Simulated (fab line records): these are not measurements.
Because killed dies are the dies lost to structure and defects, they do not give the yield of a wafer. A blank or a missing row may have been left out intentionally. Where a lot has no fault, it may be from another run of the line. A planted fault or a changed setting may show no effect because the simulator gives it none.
fab line records	flow berkeley_cmos170	part 1 of 2: steps 1 to 23 of 33
record lots=5	wafers=15	last_day=11
route steps=331 shown CONTACT@234 M1@238 V1@254
lots untouched by any fault: they come from a run of this same line in which no faults occurred
start_h: start of the lot's first displayed wafer, in hours after the record's first day	wait_h: how many hours have passed since the lot's step before this one	" the same as in the row above	L1.1+2: a row that stands for several wafers	- value missing, or start not given	* or withheld: withheld	< > ~ a bound
route shown NAME@n: names a module that has steps shown in the file, with the first one's number in the route	usual: average and standard deviation across the fault-free wafers	same: alike in all rows	chamber/n: place in a boat	sites: the reading at each site	_std_site: standard deviation of those values	_edge_site: inner sites' mean taken away from outer sites' mean	radius_mm: how far each site lies from the wafer's centre	mask NAME#n: copy n	behind: the tool/chamber that last shaped the wafer	hold: what put the lot on hold/how long, in hours/how the hold closed	device: which transistor (n, p or np) failed to switch	end of line: at the end of the route, the tests of the same wafers	step lacking rows: just its recipe	killed: not the wafer's yield, but the dies lost to structure and defects at the first sort	map: shows each die of a wafer: x if killed, . if not, _ if none is there
set.NAME: the setting the step ran with; set.NAME@STEP: the setting that earlier step ran with	model.NAME: the simulator's own value behind a step, which no gauge read
a table for each step, a row for each wafer; lots at some steps of the route
services: from which hour (start_h, from the record's first day; less than 0 if before it) a tool's chamber was out of use, for how many hours, and why
## steps
# step UCB170_CONTACT_ETCH_18
# recipe chemistry=CHF3/CF4/Ar	target=PSG	stop_on=TiSi2	CHF3_flow_sccm=45	cf4_flow_sccm=15	Ar_flow_sccm=150	pressure_mtorr=200	rf_w=700	target_depth_a=8400	over_etch_frac=0.2	time_s=195
# usual chamber_pressure_mTorr=200.03/0.18	drypump_motor_current_A=5.8/0.49	oes_product_au=0.895/0.015	throttle_valve_pct=6.87/0.11
lot.wafer	tool	chamber	start_h	wait_h	chamber_pressure_mTorr	drypump_motor_current_A	oes_product_au	rf_hours_counter_h	throttle_valve_pct
L074.3	rie_diel-02	3	-	-	199.88	5.6	0.921	91	6.91
L074.5	"	1	"	"	199.58	6.1	0.921	-	6.70
L074.6	"	0	"	"	200.06	5.5	0.914	-	6.85
L079.2	rie_diel-02	2	-	-	200.19	5.1	0.897	1	6.80
L079.4	"	1	"	"	200.33	6.2	0.930	23	6.72
L079.6	"	3	"	"	199.76	5.6	0.908	-	6.91
L078.2	rie_diel-03	0	-	-	200.16	5.8	0.888	59	6.91
L078.4	"	3	"	"	199.95	4.9	0.900	4	6.92
L078.6	"	3	"	"	199.98	4.9	0.896	-	6.91
L081.1	rie_diel-03	2	-	-	199.93	6.3	0.883	138	6.94
L081.2	"	0	"	"	200.53	5.8	0.902	59	6.92
L081.4	"	3	"	"	200.13	4.8	0.902	5	6.90
L096.3	rie_diel-04	2	-	-	199.96	6.6	0.860	108	6.77
L096.5	"	2	"	"	200.22	6.6	0.883	-	6.77
L096.6	"	3	"	"	200.12	5.9	0.888	-	7.03
# step UCB170_CONTACT_STRIP_19
# recipe chemistry=O2	power_w=400	pressure_mtorr=3500	platen_temp_c=withheld	o2_flow_sccm=400	overash_fraction=0.5
# usual chamber_pressure_mTorr=3500.0/2.9	drypump_motor_current_A=5.8/0.36	oes_product_au=0.725/0.0044
lot.wafer	tool	chamber	start_h	wait_h	chamber_pressure_mTorr	drypump_motor_current_A	oes_product_au	rf_hours_counter_h
L074.3	plasma_asher-04	0	157.40	-	3493.0	6.0	0.733	-
L074.5	"	1	"	"	3498.0	6.2	0.725	-
L074.6	"	0	"	"	3498.5	6.0	0.724	-
L079.2	plasma_asher-01	0	161.84	-	3497.1	5.1	0.731	45
L079.4	"	1	"	"	3497.4	5.8	0.721	-
L079.6	"	1	"	"	3504.7	5.8	0.726	-
L078.2	plasma_asher-03	0	162.71	-	3501.5	5.6	0.720	5
L078.4	"	0	"	"	3504.3	5.6	0.727	-
L078.6	"	0	"	"	3492.8	5.6	0.724	-
L081.1	plasma_asher-01	0	175.44	-	3495.0	5.1	0.731	47
L081.2	"	1	"	"	3501.1	5.8	0.719	47
L081.4	"	0	"	"	3498.4	5.1	0.727	-
L096.3	plasma_asher-01	0	242.02	-	3499.0	5.1	0.724	-
L096.5	"	0	"	"	3501.9	5.1	0.732	-
L096.6	"	1	"	"	3500.0	5.8	0.722	-
# step UCB170_CONTACT_CD_MEAS_90
# recipe target_cd_nm=700
# usual cd_nm=700.2/1.4
lot.wafer	tool	chamber	start_h	wait_h	cd_nm
L074.3	cd_sem-01	-	157.59	0.2	699.3
L074.5	"	-	"	"	698.3
L074.6	"	-	"	"	700.1
L079.2	cd_sem-01	-	161.96	0.1	699.8
L079.4	"	-	"	"	698.6
L079.6	"	-	"	"	699.6
L078.2	cd_sem-01	-	162.83	0.1	697.7
L078.4	"	-	"	"	696.7
L078.6	"	-	"	"	696.4
L081.1	cd_sem-02	-	175.61	0.1	701.5
L081.2	"	-	"	"	700.9
L081.4	"	-	"	"	700.4
L096.3	cd_sem-01	-	242.13	0.1	698.9
L096.5	"	-	"	"	699.3
L096.6	"	-	"	"	698.7
# step UCB170_CONTACT_CLEAN_20
# recipe chemistry=SPM	temp_c=120	time_s=600
# usual bath_heat_duty_pct=14.9/1.5
lot.wafer	tool	chamber	start_h	wait_h	bath_heat_duty_pct
L074.3	wet_bench-03	2	157.68	0.1	15.6
L074.5	"	2	"	"	15.9
L074.6	"	2	"	"	15.8
L079.2	wet_bench-02	0	162.06	0.1	13.3
L079.4	"	0	"	"	13.6
L079.6	"	0	"	"	13.5
L078.2	wet_bench-02	3	162.93	0.1	13.4
L078.4	"	3	"	"	13.4
L078.6	"	3	"	"	12.8
L081.1	wet_bench-01	0	175.73	0.1	14.4
L081.2	"	0	"	"	14.1
L081.4	"	0	"	"	13.0
L096.3	wet_bench-02	2	242.21	0.1	15.0
L096.5	"	2	"	"	14.4
L096.6	"	2	"	"	13.4
# step UCB170_M1_SPUTTER_00
# recipe material=Al	target_thk_nm=600	time_s=80	power_w=6000	chamber_pressure_pa=0.5
# usual throttle_valve_pct=30.3/1.1
lot.wafer	tool	chamber	start_h	wait_h	throttle_valve_pct
L074.3	pvd_sputter-01	-	157.85	0.0	28.9
L074.5	"	-	"	"	29.7
L074.6	"	-	"	"	29.1
L079.2	pvd_sputter-01	-	162.24	0.0	29.5
L079.4	"	-	"	"	30.6
L079.6	"	-	"	"	29.1
L078.2	pvd_sputter-02	-	163.10	0.0	31.0
L078.4	"	-	"	"	30.7
L078.6	"	-	"	"	31.6
L081.1	pvd_sputter-02	-	175.90	0.0	30.3
L081.2	"	-	"	"	31.9
L081.4	"	-	"	"	30.8
L096.3	pvd_sputter-03	-	242.39	0.0	29.8
L096.5	"	-	"	"	29.9
L096.6	"	-	"	"	29.7
# step UCB170_M1_RS_MEAS_01
# recipe thk_meas_gauge=four-point-probe	reads=Al_of_M1_SPUTTER_00
# usual M1_AL_RS=0.0484/0.00061
lot.wafer	tool	chamber	start_h	wait_h	M1_AL_RS[ohm/sq]
L074.3	film_metro-04	-	157.95	0.1	0.0483
L074.5	"	-	"	"	0.0487
L074.6	"	-	"	"	0.0486
L079.2	film_metro-03	-	162.32	0.1	0.0493
L079.4	"	-	"	"	0.0492
L079.6	"	-	"	"	0.0487
L078.2	film_metro-04	-	163.18	0.1	0.0496
L078.4	"	-	"	"	0.0495
L078.6	"	-	"	"	0.0480
L081.1	film_metro-04	-	175.96	0.0	0.0483
L081.2	"	-	"	"	0.0465
L081.4	"	-	"	"	0.0476
L096.3	film_metro-02	-	242.49	0.1	0.0487
L096.5	"	-	"	"	0.0480
L096.6	"	-	"	"	0.0488
# step UCB170_M1_THK_MEAS_02
# recipe thk_meas_gauge=xrf	reads=Al_of_M1_SPUTTER_00
# usual M1_AL_THK=594/7.9
lot.wafer	tool	chamber	start_h	wait_h	M1_AL_THK[nm]
L074.3	film_metro-04	-	158.05	0.1	596
L074.5	"	-	"	"	592
L074.6	"	-	"	"	592
L079.2	film_metro-03	-	162.43	0.1	581
L079.4	"	-	"	"	584
L079.6	"	-	"	"	593
L078.2	film_metro-04	-	163.29	0.1	580
L078.4	"	-	"	"	585
L078.6	"	-	"	"	600
L081.1	film_metro-04	-	176.08	0.1	591
L081.2	"	-	"	"	621
L081.4	"	-	"	"	603
L096.3	film_metro-02	-	242.59	0.1	583
L096.5	"	-	"	"	595
L096.6	"	-	"	"	589
# step UCB170_M1_COAT_03
# recipe resist=BARC	temp_c=withheld	time_s=withheld	spin_rpm=3000	resist_thk_nm=withheld
# usual resist_line_temp_C=*
lot.wafer	tool	chamber	start_h	wait_h	resist_line_temp_C
L074.3	litho_track-03	0	158.14	0.1	*
L074.5	"	0	"	"	*
L074.6	"	0	"	"	*
L079.2	litho_track-03	0	162.50	0.1	*
L079.4	"	0	"	"	*
L079.6	"	0	"	"	*
L078.2	litho_track-03	0	163.50	0.2	*
L078.4	"	0	"	"	*
L078.6	"	0	"	"	*
L081.1	litho_track-03	0	176.53	0.4	*
L081.2	"	0	"	"	*
L081.4	"	0	"	"	*
L096.3	litho_track-01	0	242.68	0.1	*
L096.5	"	0	"	"	*
L096.6	"	0	"	"	*
# step UCB170_M1_COAT_04
# recipe resist=KrF	spin_rpm=1500	resist_thk_nm=900
# usual resist_line_temp_C=23.01/0.096
lot.wafer	tool	chamber	start_h	wait_h	resist_line_temp_C
L074.3	litho_track-03	0	-	-	23.14
L074.5	"	0	"	"	23.04
L074.6	"	0	"	"	23.01
L079.2	litho_track-03	0	-	-	22.98
L079.4	"	0	"	"	22.90
L079.6	"	0	"	"	22.87
L078.2	litho_track-03	0	-	-	22.90
L078.4	"	0	"	"	23.09
L078.6	"	0	"	"	23.17
L081.1	litho_track-03	0	-	-	23.21
L081.2	"	0	"	"	23.02
L081.4	"	0	"	"	22.91
L096.3	litho_track-01	0	-	-	23.03
L096.5	"	0	"	"	23.23
L096.6	"	0	"	"	23.09
# step UCB170_M1_SOFTBAKE_05
# recipe resist=KrF	temp_c=130	time_s=60
# usual resist_line_temp_C=23.01/0.12
lot.wafer	tool	chamber	start_h	wait_h	resist_line_temp_C
L074.3	litho_track-03	0	-	-	23.23
L074.5	"	0	"	"	23.04
L074.6	"	0	"	"	23.03
L079.2	litho_track-03	0	-	-	23.20
L079.4	"	0	"	"	23.10
L079.6	"	0	"	"	23.22
L078.2	litho_track-03	0	-	-	22.95
L078.4	"	0	"	"	23.10
L078.6	"	0	"	"	23.11
L081.1	litho_track-03	0	-	-	23.04
L081.2	"	0	"	"	23.01
L081.4	"	0	"	"	22.75
L096.3	litho_track-01	0	-	-	23.11
L096.5	"	0	"	"	22.98
L096.6	"	0	"	"	22.86
# step UCB170_M1_EXPOSE_06
# recipe mask_id=METAL1	target_cd_nm=700	na=0.5	sigma_outer=0.6	source_shape=conventional	dose_mj=21
# usual exposure_dose_mJ_cm2=21.003/0.021
lot.wafer	tool	chamber	start_h	wait_h	mask	exposure_dose_mJ_cm2
L074.3	krf_scanner-01	0	158.58	-	METAL1#0	21.047
L074.5	"	0	"	"	METAL1#0	21.021
L074.6	"	0	"	"	METAL1#0	21.008
L079.2	krf_scanner-01	0	162.95	-	METAL1#0	21.008
L079.4	"	0	"	"	METAL1#0	20.985
L079.6	"	0	"	"	METAL1#0	21.010
L078.2	krf_scanner-01	0	164.22	-	METAL1#0	20.996
L078.4	"	0	"	"	METAL1#0	20.989
L078.6	"	0	"	"	METAL1#0	20.985
L081.1	krf_scanner-01	0	176.98	-	METAL1#0	20.957
L081.2	"	0	"	"	METAL1#0	21.014
L081.4	"	0	"	"	METAL1#0	21.019
L096.3	krf_scanner-02	0	243.31	-	METAL1#0	20.983
L096.5	"	0	"	"	METAL1#0	21.011
L096.6	"	0	"	"	METAL1#0	20.993
# step UCB170_M1_PEB_07
# recipe peb_temp_c=130	peb_time_s=withheld	resist=KrF
# usual resist_line_temp_C=23.01/0.097
lot.wafer	tool	chamber	start_h	wait_h	resist_line_temp_C
L074.3	litho_track-03	0	158.71	0.1	23.09
L074.5	"	0	"	"	23.02
L074.6	"	0	"	"	23.00
L079.2	litho_track-01	0	163.45	0.5	22.95
L079.4	"	0	"	"	23.02
L079.6	"	0	"	"	23.12
L078.2	litho_track-04	0	164.37	0.1	22.92
L078.4	"	0	"	"	22.93
L078.6	"	0	"	"	22.84
L081.1	litho_track-01	0	177.63	0.6	23.05
L081.2	"	0	"	"	23.08
L081.4	"	0	"	"	23.09
L096.3	litho_track-01	0	243.47	0.1	22.95
L096.5	"	0	"	"	22.84
L096.6	"	0	"	"	22.85
# step UCB170_M1_DEVELOP_08
# recipe developer=TMAH	develop_time_s=45	resist=KrF	dev_temp_c=21
# usual developer_temp_C=20.99/0.085	resist_line_temp_C=23.01/0.1
lot.wafer	tool	chamber	start_h	wait_h	developer_temp_C	resist_line_temp_C
L074.3	litho_track-03	0	-	-	21.00	22.90
L074.5	"	0	"	"	20.90	23.01
L074.6	"	0	"	"	21.08	22.95
L079.2	litho_track-01	0	-	-	20.99	22.90
L079.4	"	0	"	"	21.14	22.96
L079.6	"	0	"	"	21.00	23.03
L078.2	litho_track-04	0	-	-	20.97	23.03
L078.4	"	0	"	"	21.05	22.93
L078.6	"	0	"	"	20.96	22.95
L081.1	litho_track-01	0	-	-	21.05	22.91
L081.2	"	0	"	"	21.10	22.91
L081.4	"	0	"	"	21.07	22.88
L096.3	litho_track-01	0	-	-	21.08	23.05
L096.5	"	0	"	"	21.02	23.04
L096.6	"	0	"	"	21.04	23.05
# step UCB170_M1_CD_MEAS_09
# recipe target_cd_nm=700
# usual cd_nm=700.1/1.2
lot.wafer	tool	chamber	start_h	wait_h	cd_nm
L074.3	cd_sem-01	-	158.97	-	702.6
L074.5	"	-	"	"	701.6
L074.6	"	-	"	"	700.4
L079.2	cd_sem-02	-	163.72	-	700.1
L079.4	"	-	"	"	700.1
L079.6	"	-	"	"	700.1
L078.2	cd_sem-02	-	164.64	-	699.7
L078.4	"	-	"	"	700.0
L078.6	"	-	"	"	699.8
L081.1	cd_sem-02	-	177.90	-	700.7
L081.2	"	-	"	"	702.0
L081.4	"	-	"	"	700.6
L096.3	cd_sem-01	-	243.74	-	699.5
L096.5	"	-	"	"	699.9
L096.6	"	-	"	"	700.3
# step UCB170_M1_OVL_MEAS_10
# usual M1_OVL=4/5.3
lot.wafer	tool	chamber	start_h	wait_h	M1_OVL[nm]
L074.3	overlay-02	-	159.07	0.1	14
L074.5	"	-	"	"	16
L074.6	"	-	"	"	11
L079.2	overlay-02	-	163.83	0.1	3
L079.4	"	-	"	"	3
L079.6	"	-	"	"	10
L078.2	overlay-02	-	164.75	0.1	6
L078.4	"	-	"	"	9
L078.6	"	-	"	"	6
L081.1	overlay-02	-	178.02	0.1	11
L081.2	"	-	"	"	15
L081.4	"	-	"	"	13
L096.3	overlay-02	-	243.83	0.1	5
L096.5	"	-	"	"	1
L096.6	"	-	"	"	-3
# step UCB170_M1_ETCH_11
# recipe chemistry=N2/H2	target_depth_a=withheld	overetch_a=withheld	target=BARC	time_s=withheld	source_w=500	bias_w=100	pressure_mtorr=30	n2_flow_sccm=100	h2_flow_sccm=200
# usual chamber_pressure_mTorr=30.002/0.025	drypump_motor_current_A=5.8/0.42	oes_product_au=1.002/0.015	throttle_valve_pct=13.23/0.14
lot.wafer	tool	chamber	start_h	wait_h	chamber_pressure_mTorr	drypump_motor_current_A	oes_product_au	throttle_valve_pct
L074.3	rie_diel-04	1	159.09	0.0	29.982	5.7	0.990	13.15
L074.5	"	2	"	"	30.031	6.6	0.988	13.23
L074.6	"	1	"	"	30.000	5.7	0.983	13.16
L079.2	rie_diel-04	1	163.86	0.0	30.061	5.7	0.979	13.15
L079.4	"	2	"	"	30.009	6.6	0.981	13.21
L079.6	"	1	"	"	29.961	5.7	0.983	13.17
L078.2	rie_diel-01	0	164.78	0.0	30.034	5.6	0.992	13.17
L078.4	"	1	"	"	29.963	6.0	0.997	13.04
L078.6	"	0	"	"	29.985	5.6	0.995	13.15
L081.1	rie_diel-01	0	178.06	0.0	29.970	5.6	0.987	13.17
L081.2	"	2	"	"	30.026	6.0	0.992	13.33
L081.4	"	2	"	"	29.973	6.0	1.016	13.32
L096.3	rie_diel-01	0	243.86	0.0	30.010	5.6	1.010	13.16
L096.5	"	1	"	"	30.039	6.0	1.016	13.06
L096.6	"	0	"	"	30.025	5.7	1.001	13.16
# step UCB170_M1_METAL_ETCH_12
# recipe chemistry=Cl2/BCl3	target=Al	stop_on=PSG	pressure_mtorr=12	target_depth_a=7800	over_etch_frac=0.3	time_s=130	icp_w=600	bias_w=120	Cl2_flow_sccm=90	bcl3_flow_sccm=45
# usual chamber_pressure_mTorr=11.999/0.012	drypump_motor_current_A=5.9/0.42	oes_product_au=0.851/0.011	throttle_valve_pct=24.38/0.25
lot.wafer	tool	chamber	start_h	wait_h	chamber_pressure_mTorr	drypump_motor_current_A	oes_product_au	rf_hours_counter_h	throttle_valve_pct
L074.3	rie_metal-01	0	159.18	-	11.997	5.8	0.842	-	24.76
L074.5	"	1	"	"	11.990	6.4	0.845	-	24.29
L074.6	"	0	"	"	12.018	5.8	0.831	-	24.76
L079.2	rie_metal-01	1	163.90	-	12.004	6.4	0.841	7	24.29
L079.4	"	1	"	"	11.985	6.4	0.837	-	24.29
L079.6	"	0	"	"	11.993	5.8	0.826	-	24.77
L078.2	rie_metal-04	1	164.82	-	12.007	5.4	0.836	9	24.31
L078.4	"	1	"	"	11.994	5.4	0.843	-	24.28
L078.6	"	1	"	"	11.999	5.4	0.843	-	24.31
L081.1	rie_metal-01	1	178.10	-	12.014	6.4	0.853	7	24.30
L081.2	"	0	"	"	11.981	5.8	0.860	11	24.73
L081.4	"	0	"	"	12.002	5.8	0.841	-	24.77
L096.3	rie_metal-01	1	243.94	-	11.988	6.4	0.852	-	24.30
L096.5	"	1	"	"	11.990	6.4	0.850	-	24.30
L096.6	"	0	"	"	11.988	5.8	0.835	-	24.77
# step UCB170_M1_STRIP_13
# recipe chemistry=O2	power_w=400	pressure_mtorr=3500	platen_temp_c=withheld	o2_flow_sccm=400	overash_fraction=0.5
# usual chamber_pressure_mTorr=3499.3/2.7	drypump_motor_current_A=5.7/0.37	oes_product_au=0.720/0.0046
lot.wafer	tool	chamber	start_h	wait_h	chamber_pressure_mTorr	drypump_motor_current_A	oes_product_au	rf_hours_counter_h
L074.3	plasma_asher-01	0	159.30	0.1	3502.7	5.1	0.713	-
L074.5	"	0	"	"	3505.1	5.1	0.716	-
L074.6	"	1	"	"	3499.1	5.8	0.710	-
L079.2	plasma_asher-03	1	164.03	0.1	3500.6	6.1	0.718	5
L079.4	"	0	"	"	3504.7	5.6	0.711	-
L079.6	"	0	"	"	3500.5	5.6	0.722	-
L078.2	plasma_asher-01	1	164.96	0.1	3499.7	5.8	0.718	45
L078.4	"	0	"	"	3499.7	5.1	0.720	-
L078.6	"	1	"	"	3500.1	5.8	0.718	-
L081.1	plasma_asher-01	1	178.23	0.1	3502.0	5.8	0.720	47
L081.2	"	0	"	"	3500.4	5.1	0.716	47
L081.4	"	1	"	"	3498.0	5.8	0.722	-
L096.3	plasma_asher-01	0	244.06	0.1	3501.2	5.1	0.721	-
L096.5	"	0	"	"	3503.3	5.1	0.719	-
L096.6	"	1	"	"	3502.9	5.8	0.726	-
# step UCB170_M1_CD_MEAS_90
# recipe target_cd_nm=700
# usual cd_nm=700.8/2
lot.wafer	tool	chamber	start_h	wait_h	cd_nm
L074.3	cd_sem-02	-	159.40	0.1	705.0
L074.5	"	-	"	"	703.2
L074.6	"	-	"	"	703.4
L079.2	cd_sem-02	-	164.15	0.1	700.4
L079.4	"	-	"	"	701.7
L079.6	"	-	"	"	701.1
L078.2	cd_sem-02	-	165.08	0.1	701.1
L078.4	"	-	"	"	700.9
L078.6	"	-	"	"	702.6
L081.1	cd_sem-01	-	178.33	0.1	702.2
L081.2	"	-	"	"	701.3
L081.4	"	-	"	"	700.5
L096.3	cd_sem-01	-	244.17	0.1	701.9
L096.5	"	-	"	"	701.0
L096.6	"	-	"	"	700.8
# step UCB170_M1_ANNEAL_14
# recipe temp_c=400	time_s=1200	ambient=forming_gas
lot.wafer	tool	chamber	start_h	wait_h
L074.3+5+6	-	-	160.05	0.6
L078.2+4+6	-	-	166.65	1.6
L079.2+4+6	-	-	166.65	2.5
L081.1+2+4	-	-	179.11	0.8
L096.3+5+6	-	-	245.41	1.2
# step UCB170_V1_CVD_00
# recipe material=SiO2	target_thk_nm=2000	temp_c=390	precursor=TEOS/O2	time_s=250	rf_w=550	pressure_mtorr=9000
# usual heater_power_w=273/54
lot.wafer	tool	chamber	start_h	wait_h	heater_power_w
L074.3	pecvd-02	0	161.38	0.0	264
L074.5	"	2	"	"	235
L074.6	"	1	"	"	213
L078.2	pecvd-02	1	167.98	0.0	306
L078.4	"	1	"	"	217
L078.6	"	2	"	"	235
L079.2	pecvd-01	0	167.98	0.0	312
L079.4	"	2	"	"	278
L079.6	"	0	"	"	229
L081.1	pecvd-01	2	180.45	0.0	351
L081.2	"	0	"	"	312
L081.4	"	2	"	"	267
L096.3	pecvd-01	2	246.90	0.2	285
L096.5	"	0	"	"	226
L096.6	"	1	"	"	218
# step UCB170_V1_THK_MEAS_01
# recipe reads=SiO2_of_V1_CVD_00
# usual V1_TEOS_THK=2008/24
lot.wafer	tool	chamber	start_h	wait_h	V1_TEOS_THK[nm]
L074.3	film_metro-03	-	161.56	0.1	1953
L074.5	"	-	"	"	2007
L074.6	"	-	"	"	1979
L079.2	film_metro-03	-	168.15	0.1	1970
L079.4	"	-	"	"	2039
L079.6	"	-	"	"	2011
L078.2	film_metro-01	-	168.15	0.1	1985
L078.4	"	-	"	"	2034
L078.6	"	-	"	"	2015
L081.1	film_metro-03	-	180.60	0.1	1971
L081.2	"	-	"	"	1960
L081.4	"	-	"	"	2016
L096.3	film_metro-04	-	247.07	0.1	1984
L096.5	"	-	"	"	2036
L096.6	"	-	"	"	2035
# step UCB170_V1_CMP_02
# recipe material=SiO2	down_force_psi=6	platen_rpm=60	pad_velocity_m_s=0.75398
# usual motor_current_A=17.9/1.5	slurry_flow_ml_min=150.0/0.49
lot.wafer	tool	chamber	start_h	wait_h	motor_current_A	slurry_flow_ml_min
L074.3	cmp-02	3	161.65	0.1	18.9	150.1
L074.6	"	2	"	"	19.4	149.7
L074.5	"	3	"	"	18.6	149.4
L079.4	cmp-02	3	168.25	0.1	18.9	150.1
L079.2	"	1	"	"	14.5	150.1
L079.6	"	2	"	"	18.1	151.0
L078.4	cmp-01	1	168.25	0.1	18.2	149.6
L078.2	"	2	"	"	18.2	150.1
L078.6	"	1	"	"	17.3	150.3
L081.4	cmp-01	0	180.71	0.1	20.1	149.7
L081.1	"	1	"	"	17.9	149.1
L081.2	"	2	"	"	18.1	149.6
L096.3	cmp-01	0	247.26	0.2	19.6	150.1
L096.5	"	1	"	"	17.4	149.3
L096.6	"	2	"	"	18.7	150.3
